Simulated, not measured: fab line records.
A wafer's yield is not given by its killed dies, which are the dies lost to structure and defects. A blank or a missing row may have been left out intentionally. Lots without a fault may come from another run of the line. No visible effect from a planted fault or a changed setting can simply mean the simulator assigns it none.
Which tool is to blame? :: flow berkeley-cmos170 :: at 1 step of a route of 331, 15 lots with 45 wafers sampled

## WHAT EACH GAUGE READ, for each wafer
The record lacks any reading of a measuring or inspecting step that a usual standard deviation could be used to judge.

## TOOL THAT RAN EACH LOT (tool first, then ch and the chambers of the sampled wafers, then the start)
lot: L865
UCB170_V1_PEB_10: litho-track-02 ch 0, day 8 21:25

lot: L866
UCB170_V1_PEB_10: litho-track-02 ch 0, day 8 22:32

lot: L871
UCB170_V1_PEB_10: litho-track-04 ch 0, day 9 18:43

lot: L870
UCB170_V1_PEB_10: litho-track-04 ch 0, day 9 21:17

lot: L872
UCB170_V1_PEB_10: litho-track-04, day 10 00:26

lot: L873
UCB170_V1_PEB_10: litho-track-04, day 10 01:47

lot: L877
UCB170_V1_PEB_10: litho-track-02, day 10 09:55

lot: L875
UCB170_V1_PEB_10: litho-track-04 ch 0, day 10 11:30

lot: L881
UCB170_V1_PEB_10: litho-track-03 ch 0, day 11 10:44

lot: L878
UCB170_V1_PEB_10: litho-track-02 ch 0, day 11 12:31

lot: L879
UCB170_V1_PEB_10: litho-track-04 ch 0, day 11 15:26

lot: L885
UCB170_V1_PEB_10: litho-track-04 ch 0, day 12 12:55

lot: L887
UCB170_V1_PEB_10: litho-track-04 ch 0, day 12 14:35

lot: L882
UCB170_V1_PEB_10: litho-track-03 ch 0, day 12 14:44

lot: L884
UCB170_V1_PEB_10: litho-track-04 ch 0, day 12 22:14
- UCB170_V1_PEB_10

## WHAT THE TOOLS THEMSELVES READ (means of the sampled wafers that have a number; where no wafer has one, the mark that the record gives instead)
UCB170_V1_PEB_10.
lot: L865
tool: litho-track-02
chill-plate-temp-C (C): 23.10
exhaust-pa (Pa): 45.3
resist-line-temp-C (C): 23.09

lot: L866
tool: litho-track-02
chill-plate-temp-C (C): 23.04
exhaust-pa (Pa): 43.8
resist-line-temp-C (C): 23.06

lot: L871
tool: litho-track-04
chill-plate-temp-C (C): 23.04
exhaust-pa (Pa): 45.2
resist-line-temp-C (C): 22.84

lot: L870
tool: litho-track-04
chill-plate-temp-C (C): 22.97
exhaust-pa (Pa): 44.4
resist-line-temp-C (C): 22.92

lot: L872
tool: litho-track-04
chill-plate-temp-C (C): -
exhaust-pa (Pa): -
resist-line-temp-C (C): -

lot: L873
tool: litho-track-04
chill-plate-temp-C (C): -
exhaust-pa (Pa): -
resist-line-temp-C (C): -

lot: L877
tool: litho-track-02
chill-plate-temp-C (C): -
exhaust-pa (Pa): -
resist-line-temp-C (C): -

lot: L875
tool: litho-track-04
chill-plate-temp-C (C): 23.10
exhaust-pa (Pa): 45.3
resist-line-temp-C (C): 23.05

lot: L881
tool: litho-track-03
chill-plate-temp-C (C): 23.02
exhaust-pa (Pa): 45.1
resist-line-temp-C (C): 22.93

lot: L878
tool: litho-track-02
chill-plate-temp-C (C): 22.99
exhaust-pa (Pa): 44.4
resist-line-temp-C (C): 22.94

lot: L879
tool: litho-track-04
chill-plate-temp-C (C): 23.10
exhaust-pa (Pa): 45.5
resist-line-temp-C (C): 22.91

lot: L885
tool: litho-track-04
chill-plate-temp-C (C): 22.92
exhaust-pa (Pa): 44.8
resist-line-temp-C (C): 23.01

lot: L887
tool: litho-track-04
chill-plate-temp-C (C): 23.10
exhaust-pa (Pa): 44.5
resist-line-temp-C (C): 22.94

lot: L882
tool: litho-track-03
chill-plate-temp-C (C): 23.16
exhaust-pa (Pa): 45.1
resist-line-temp-C (C): 22.94

lot: L884
tool: litho-track-04
chill-plate-temp-C (C): 22.95
exhaust-pa (Pa): 45.0
resist-line-temp-C (C): 22.93

## THE ANSWER, worked out from the rows above alone
Rule: what is usual is taken from the lots themselves. Put in order of their means at a reading, lots are off if they are a third of the lots or fewer, leave a main group of 4 or more, and stand apart from it by a gap of 3 or more times the standard deviation of the main group's means; of several such gaps the widest counts. A main group whose means are all the same, to the digits that the tables above print for the reading, isn't used. Also off: a lot with no number at a reading for which 4 or more lots have one. Where the step has rows for the other lots, those lots are counted as sound. After the gauges, taken in route order, come the tools' own readings; for these a lot's mean is taken, as printed above. At the first step where some lot is off, the reading lying furthest off is the one used; lots without a number count as furthest.
Off: L872, L873, L877 (UCB170_V1_PEB_10, chill-plate-temp-C). Without a number there: L872, L873, L877. Mean 23.04 C and standard deviation 0.07 in the main group.
A tool fits if, at that step or a process step before it, it ran every lot that is off, and no sound lot after the first of them. Not one of the candidates tried fits.

## WHAT WAS PUT IN BY THE SIMULATOR
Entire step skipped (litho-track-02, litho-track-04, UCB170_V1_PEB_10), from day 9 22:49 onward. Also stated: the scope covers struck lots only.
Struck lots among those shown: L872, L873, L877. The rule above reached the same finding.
